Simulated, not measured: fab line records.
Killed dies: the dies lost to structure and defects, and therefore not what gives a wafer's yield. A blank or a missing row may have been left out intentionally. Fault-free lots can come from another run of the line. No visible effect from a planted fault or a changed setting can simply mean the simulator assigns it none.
A struck lot beside a sound one / flow berkeley-cmos170 / 26 steps out of a route of 331
Sound: wafers L164.1, L164.4, L164.5. Wafers struck: L157.1, L157.2, L157.3. The cause is named last.
Each step with rows lists, per side, the tool, then ch with its chambers, then its first start. Under that, the readings that differ: sound wafers / struck wafers / difference of the means / sigmas: that difference in standard deviations of wafers without a fault.
alike: words and numbers the same on both sides, and readings whose means are apart by under 2 such deviations; not compared: readings that were withheld, readings missing a value for some wafer, numbers with overlapping values and no deviation given by the record, and bounds like >300 which may hide the same value.
Wherever a step has rows on one side only, a row that says differs or no value, or a row with sigmas, the two part there. When numbers do not overlap yet have no deviation, they are printed without sigmas and do not part them. Lack of a reading on every wafer of one side parts them only where that side has two or more wafers.

first, 5 steps without rows for these wafers: UCB170_CONTACT_COAT_10 (resist thk 900 nm); UCB170_CONTACT_SOFTBAKE_11 (time 60 s); UCB170_CONTACT_EXPOSE_12 (exposes mask CONT, target cd 700 nm); UCB170_CONTACT_PEB_13; UCB170_CONTACT_DEVELOP_14 (develop time 45 s).
UCB170_CONTACT_CD_MEAS_15 targets a cd of 700 nm.
  sound on cd-sem-02, day 9 19:59; struck on cd-sem-01, day 8 22:06
  alike: cd-nm
UCB170_CONTACT_OVL_MEAS_16:
  sound on overlay-01, day 9 20:07; struck on overlay-02, day 8 22:13
  alike: CONTACT_OVL
UCB170_CONTACT_ETCH_17: etches BARC in N2/H2.
  sound on rie-diel-01 ch 1,2, day 9 20:09; struck on rie-diel-01 ch 0,1,2, day 8 22:16
  alike: drypump-motor-current-A, oes-product-au, throttle-valve-pct
UCB170_CONTACT_ETCH_18: etches PSG in CHF3/CF4/Ar, stops on TiSi2, target depth 840 nm, time 195 s.
  sound: rie-diel-01 ch 1,2; struck: rie-diel-01 ch 0,1,2
  alike: CHF3_flow_sccm, drypump-motor-current-A, oes-product-au, throttle-valve-pct
  not compared: rf-hours-counter-h
UCB170_CONTACT_STRIP_19: strips in O2.
  sound on plasma-asher-03 ch 0,1, day 9 20:19; struck on plasma-asher-01 ch 0,1, day 8 22:25
  alike: drypump-motor-current-A, o2-flow-sccm, oes-product-au
  not compared: rf-hours-counter-h
UCB170_CONTACT_CD_MEAS_90 targets a cd of 700 nm.
  sound on cd-sem-01, day 9 20:25; struck on cd-sem-02, day 8 22:31
  alike: cd-nm
then, 1 step without rows for these wafers: UCB170_CONTACT_CLEAN_20 (cleans in SPM, time 600 s).
UCB170_M1_SPUTTER_00: material Al, target thk 600 nm, time 80 s.
  sound on pvd-sputter-01, day 9 20:43; struck on pvd-sputter-01, day 8 23:05
  alike: throttle-valve-pct
UCB170_M1_RS_MEAS_01: the measuring method here is four-point-probe.
  sound on film-metro-03, day 9 20:46; struck on film-metro-03, day 8 23:09
reading=M1_AL_RS (ohm/sq); sound=0.0495 0.0487 0.0485; struck=0.0241 0.0237 0.0243; difference=-0.0249; sigmas=-50
UCB170_M1_THK_MEAS_02: measures by xrf.
  sound on film-metro-03, day 9 20:53; struck on film-metro-03, day 8 23:16
reading=M1_AL_THK (nm); sound=594 602 605; struck=1220 1230 1206; difference=+618; sigmas=+86
then, 6 steps without rows for these wafers: UCB170_M1_COAT_03; UCB170_M1_COAT_04 (resist thk 900 nm); UCB170_M1_SOFTBAKE_05 (time 60 s); UCB170_M1_EXPOSE_06 (exposes mask METAL1, target cd 700 nm); UCB170_M1_PEB_07; UCB170_M1_DEVELOP_08 (develop time 45 s).
UCB170_M1_CD_MEAS_09 targets a cd of 700 nm.
  sound on cd-sem-01, day 9 22:08; struck on cd-sem-01, day 9 00:50
reading=cd-nm (nm); sound=698.1 698.9 697.8; struck=702.9 703.4 701.4; difference=+4.3; sigmas=+3
UCB170_M1_OVL_MEAS_10:
  sound on overlay-02, day 9 22:15; struck on overlay-02, day 9 00:57
  alike: M1_OVL
UCB170_M1_ETCH_11: etches BARC in N2/H2.
  sound on rie-diel-02 ch 0,2,3, day 9 22:17; struck on rie-diel-04 ch 0,2,3, day 9 00:59
  alike: drypump-motor-current-A, oes-product-au, throttle-valve-pct
UCB170_M1_METAL_ETCH_12: etches Al in Cl2/BCl3, stops on PSG, target depth 780 nm, time 130 s.
  sound on rie-metal-03 ch 0,1, day 9 22:20; struck on rie-metal-02 ch 0,1, day 9 01:02
reading=oes-product-au (a.u.); sound=0.861 0.872 0.876; struck=1.022 1.027 1.031; difference=+0.157; sigmas=+11
reading=model.etch.depth-nm (nm); sound=589 597.5 599.8; struck=789.8 806.7 792.9; difference=+201.0; sigmas=
reading=model.M1.feature-depth-nm (nm); sound=625.5 634.9 636.4; struck=789.8 806.7 792.9; difference=+164.2; sigmas=
  alike: drypump-motor-current-A, throttle-valve-pct
  not compared: rf-hours-counter-h
UCB170_M1_STRIP_13: strips in O2.
  sound on plasma-asher-01 ch 0, day 9 22:28; struck on plasma-asher-01 ch 0,1, day 9 01:10
reading=drypump-motor-current-A (A); sound=5.4 5.4 5.4; struck=5.4 6.9 6.8; difference=+1.0; sigmas=+2
  alike: o2-flow-sccm, oes-product-au
  not compared: rf-hours-counter-h

WHERE THEY PART
At UCB170_M1_RS_MEAS_01 first; at UCB170_M1_STRIP_13 last (within this record only).

WHY: what the simulator had put in
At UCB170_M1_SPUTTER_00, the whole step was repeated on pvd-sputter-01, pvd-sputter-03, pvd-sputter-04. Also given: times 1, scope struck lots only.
